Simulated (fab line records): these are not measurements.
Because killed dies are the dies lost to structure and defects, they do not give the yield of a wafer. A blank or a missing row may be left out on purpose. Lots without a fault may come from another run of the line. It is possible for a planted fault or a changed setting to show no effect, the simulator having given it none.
Split-lot experiment + flow ritCmos + 23 wafers read from 5 lots, route of 202 steps

## SPLIT DETAILS
At RIT_SPACER_CVD_03 (deposits Si3N4 from SiH2Cl2/NH3, target thk 250 nm, time 3300 s), the setting tempC was moved away from the recipe's 810 C on 20 of the 23 wafers read, by -1.1% to +2.7%. This setting was run at the recipe's value on the other wafers.

## FROM SPLIT TO READING: 1 step shown by the file between the two
- RIT_SPACER_THK_MEAS_04

## THE READING
oesProductAu, in a.u., at RIT_SPACER_ETCHBACK_05 (etches Si3N4 in SF6/CHF3, stops on SiO2, target depth 250 nm, time 240 s). A value of 0.842 a.u. with a standard deviation of 0.01 a.u. is what fault-free wafers of this fab line usually give.

| wafer  | tool, chamber at the split | tempC as run, C | against the recipe | oesProductAu, a.u. | against lot-mates on the recipe |
|--------|----------------------------|-----------------|--------------------|--------------------|---------------------------------|
| L074.1 | -, -                       | 825.4           | +1.9%              | 0.991              | no lot-mate on the recipe       |
| L074.3 | -, -                       | 825.4           | +1.9%              | 1.003              | no lot-mate on the recipe       |
| L074.4 | -, -                       | 825.4           | +1.9%              | 0.969              | no lot-mate on the recipe       |
| L074.5 | -, -                       | 825.4           | +1.9%              | 1.002              | no lot-mate on the recipe       |
| L074.6 | -, -                       | 825.4           | +1.9%              | 0.969              | no lot-mate on the recipe       |
| L078.1 | -, -                       | 832.2           | +2.7%              | 1.015              | no lot-mate on the recipe       |
| L078.2 | -, -                       | 832.2           | +2.7%              | 0.995              | no lot-mate on the recipe       |
| L078.4 | -, -                       | 832.2           | +2.7%              | 0.970              | no lot-mate on the recipe       |
| L078.5 | -, -                       | 832.2           | +2.7%              | 1.026              | no lot-mate on the recipe       |
| L078.6 | -, -                       | 832.2           | +2.7%              | 0.966              | no lot-mate on the recipe       |
| L082.2 | lpcvd-02, 0                | 810             | recipe             | 0.835              | -                               |
| L082.5 | lpcvd-02, 0                | 810             | recipe             | 0.851              | -                               |
| L082.6 | lpcvd-02, 0                | 810             | recipe             | 0.843              | -                               |
| L083.1 | -, -                       | 801.4           | -1.1%              | 0.753              | no lot-mate on the recipe       |
| L083.2 | -, -                       | 801.4           | -1.1%              | 0.753              | no lot-mate on the recipe       |
| L083.3 | -, -                       | 801.4           | -1.1%              | 0.757              | no lot-mate on the recipe       |
| L083.4 | -, -                       | 801.4           | -1.1%              | 0.749              | no lot-mate on the recipe       |
| L083.6 | -, -                       | 801.4           | -1.1%              | 0.741              | no lot-mate on the recipe       |
| L085.1 | -, -                       | 818.1           | +1.0%              | 0.944              | no lot-mate on the recipe       |
| L085.2 | -, -                       | 818.1           | +1.0%              | 0.932              | no lot-mate on the recipe       |
| L085.3 | -, -                       | 818.1           | +1.0%              | 0.934              | no lot-mate on the recipe       |
| L085.4 | -, -                       | 818.1           | +1.0%              | 0.937              | no lot-mate on the recipe       |
| L085.5 | -, -                       | 818.1           | +1.0%              | 0.939              | no lot-mate on the recipe       |

THE FIT
A straight line over all 23 wafers: oesProductAu changes by +0.0673 a.u. for each +1% of tempC; r = +0.96; the points scatter about the line by 0.028 a.u.
Too few moved wafers have a lot-mate on the recipe to fit a line with each lot's own level taken away.

## THE WHOLE CHAIN: every reading that the file lists as answering this split, in the file's order
| step                   | what it does                                                             | reading                                                                       | change (the file's fit)                  | r (the file's) |
|------------------------|--------------------------------------------------------------------------|-------------------------------------------------------------------------------|------------------------------------------|----------------|
| RIT_SPACER_CVD_03      | deposits Si3N4 from SiH2Cl2/NH3, target thk 250 nm, time 3300 s          | Si3N4_of_SPACER_CVD_03.thkNm (the simulator's own value, which no gauge read) | +41 nm for each +1% of the setting       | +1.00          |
| RIT_SPACER_THK_MEAS_04 |                                                                          | SPACER_NITRIDE_THK                                                            | +41 for each +1% of the setting          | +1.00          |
| RIT_SPACER_ETCHBACK_05 | etches Si3N4 in SF6/CHF3, stops on SiO2, target depth 250 nm, time 240 s | oesProductAu                                                                  | +0.0672 a.u. for each +1% of the setting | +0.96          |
| RIT_SPACER_ETCHBACK_05 | etches Si3N4 in SF6/CHF3, stops on SiO2, target depth 250 nm, time 240 s | Si3N4_of_SPACER_CVD_03.thkNm (the simulator's own value, which no gauge read) | +32.5 nm for each +1% of the setting     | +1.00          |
| RIT_SPACER_ETCHBACK_05 | etches Si3N4 in SF6/CHF3, stops on SiO2, target depth 250 nm, time 240 s | etch.depthNm (the simulator's own value, which no gauge read)                 | +27.7 nm for each +1% of the setting     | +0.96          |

## FILE'S OWN FIT
oesProductAu changes by +0.0672 a.u. for each +1% of tempC, r = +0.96.
